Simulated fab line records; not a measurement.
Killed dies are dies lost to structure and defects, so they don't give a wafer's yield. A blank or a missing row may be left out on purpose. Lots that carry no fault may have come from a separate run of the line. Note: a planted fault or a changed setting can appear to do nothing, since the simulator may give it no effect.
Check of tool commonality	flow berkeley-cmos170	Lots sampled 14, wafers sampled 42

REASON FOR OPENING
At UCB170_M1_CD_MEAS_09 the reading cd-nm is flagged on 2 of 14 lots. Wafers without a fault read 699.7 nm, standard deviation 1.2.
Rule: flag the lot when none of its wafers has a number, or when each of its wafers that has one lies beyond 4 standard deviations from that mean. The other lots count as sound.

lot	measured	on	cd-nm (nm), wafer by wafer	flag
L443	day 6 18:45	cd-sem-02	698.6 699.0 698.9	
L446	day 7 15:34	cd-sem-01	699.8 700.0 701.4	
L445	day 7 18:01	cd-sem-02	700.5 699.5 700.0	
L447	day 7 19:50	cd-sem-02	698.9 700.5 701.1	
L448	day 7 20:07	cd-sem-01	698.0 698.0 699.3	
L452	day 9 00:06	cd-sem-02	698.9 700.4 700.4	
L451	day 9 00:20	cd-sem-02	702.6 701.4 701.3	
L454	day 9 01:04	cd-sem-02	700.1 700.3 699.3	
L458	day 9 23:13	cd-sem-02	701.0 699.9 698.6	
L459	day 10 00:16	cd-sem-02	699.5 699.7 699.4	
L455	day 10 01:10	cd-sem-02	699.7 700.9 699.1	
L464	day 11 16:20	cd-sem-02	691.7 692.1 690.9	FLAGGED
L465	day 11 17:43	cd-sem-02	701.7 700.4 701.4	
L463	day 11 18:44	cd-sem-02	691.4 691.6 691.7	FLAGGED
On average the flagged lots' numbers are 691.6 nm, which is -8.1 nm against the usual, or -7 standard deviations.

EACH LOT AND THE TOOL IT RAN ON
2 process steps preceding the reading are held in the record, out of 331 steps in the route. Every cell lists first the tool, next ch and the chambers used by the sampled wafers, and last the start.
lot	flag	UCB170_CONTACT_STRIP_06	UCB170_M1_PEB_07
L443		plasma-asher-04 ch 0,1, day 6 15:19	litho-track-03 ch 0, day 6 18:28
L446		plasma-asher-03 ch 0,1, day 7 12:26	litho-track-02 ch 0, day 7 15:17
L445		plasma-asher-02 ch 0,1, day 7 14:49	litho-track-03 ch 0, day 7 17:45
L447		plasma-asher-02 ch 0,1, day 7 16:36	litho-track-04 ch 0, day 7 19:34
L448		plasma-asher-03 ch 0,1, day 7 16:38	litho-track-02 ch 0, day 7 19:51
L452		plasma-asher-03 ch 0,1, day 8 18:01	litho-track-04 ch 0, day 8 23:50
L451		plasma-asher-02 ch 0,1, day 8 19:18	litho-track-04 ch 0, day 9 00:04
L454		plasma-asher-04 ch 0,1, day 8 19:18	litho-track-04 ch 0, day 9 00:47
L458		plasma-asher-02 ch 0,1, day 9 19:22	litho-track-03 ch 0, day 9 22:43
L459		plasma-asher-03 ch 0,1, day 9 20:38	litho-track-04 ch 0, day 9 23:59
L455		plasma-asher-03 ch 0,1, day 9 21:11	litho-track-02 ch 0, day 10 00:52
L464	FLAGGED	plasma-asher-04 ch 0,1, day 11 12:57	litho-track-03 ch 0, day 11 16:05
L465		plasma-asher-02 ch 0,1, day 11 14:01	litho-track-04 ch 0, day 11 17:26
L463	FLAGGED	plasma-asher-04 ch 0,1, day 11 15:02	litho-track-03 ch 0, day 11 18:28
These steps, and what they do:
- UCB170_CONTACT_STRIP_06: strips in O2.
- UCB170_M1_PEB_07
- UCB170_M1_CD_MEAS_09: target cd 700 nm.

FLAGGED AGAINST TOTAL, ONE TOOL AT A TIME (gauges that did the reading follow at the end)
step	tool	lots run	flagged	share of the flagged lots	sound lots run after its first flagged lot
UCB170_CONTACT_STRIP_06	plasma-asher-02	5	0	none	-
UCB170_CONTACT_STRIP_06	plasma-asher-03	5	0	none	-
UCB170_CONTACT_STRIP_06	plasma-asher-04	4	2	all	0
UCB170_M1_PEB_07	litho-track-02	3	0	none	-
UCB170_M1_PEB_07	litho-track-03	5	2	all	0
UCB170_M1_PEB_07	litho-track-04	6	0	none	-
UCB170_M1_CD_MEAS_09	cd-sem-01	2	0	none	-
UCB170_M1_CD_MEAS_09	cd-sem-02	12	2	all	1 (L465)

WHAT THE TABLE PERMITS
plasma-asher-04 at UCB170_CONTACT_STRIP_06, litho-track-03 at UCB170_M1_PEB_07 and cd-sem-02 at UCB170_M1_CD_MEAS_09: these 3 rows of the table ran every flagged lot.
- plasma-asher-04 at UCB170_CONTACT_STRIP_06 ran 4 lots, 2 of them flagged. It ran its last sound lot, L454, at day 8 19:18 and its first flagged lot, L464, at day 11 12:57: a fault with its onset between the two fits.
- litho-track-03 at UCB170_M1_PEB_07 ran 5 lots, 2 of them flagged. It ran its last sound lot, L458, at day 9 22:43 and its first flagged lot, L464, at day 11 16:05: a fault with its onset between the two fits.
- cd-sem-02 at UCB170_M1_CD_MEAS_09 ran 12 lots, 2 of them flagged. Sound lots followed the first flagged one (L465) on it, something a lasting fault affecting the whole tool could not allow.
A lot count leaves these 2 tools indistinguishable: every one of them fits a fault beginning at some hour. More lots, or a look at what each step does to the wafer, might.

WHAT THE SIMULATOR PUT IN
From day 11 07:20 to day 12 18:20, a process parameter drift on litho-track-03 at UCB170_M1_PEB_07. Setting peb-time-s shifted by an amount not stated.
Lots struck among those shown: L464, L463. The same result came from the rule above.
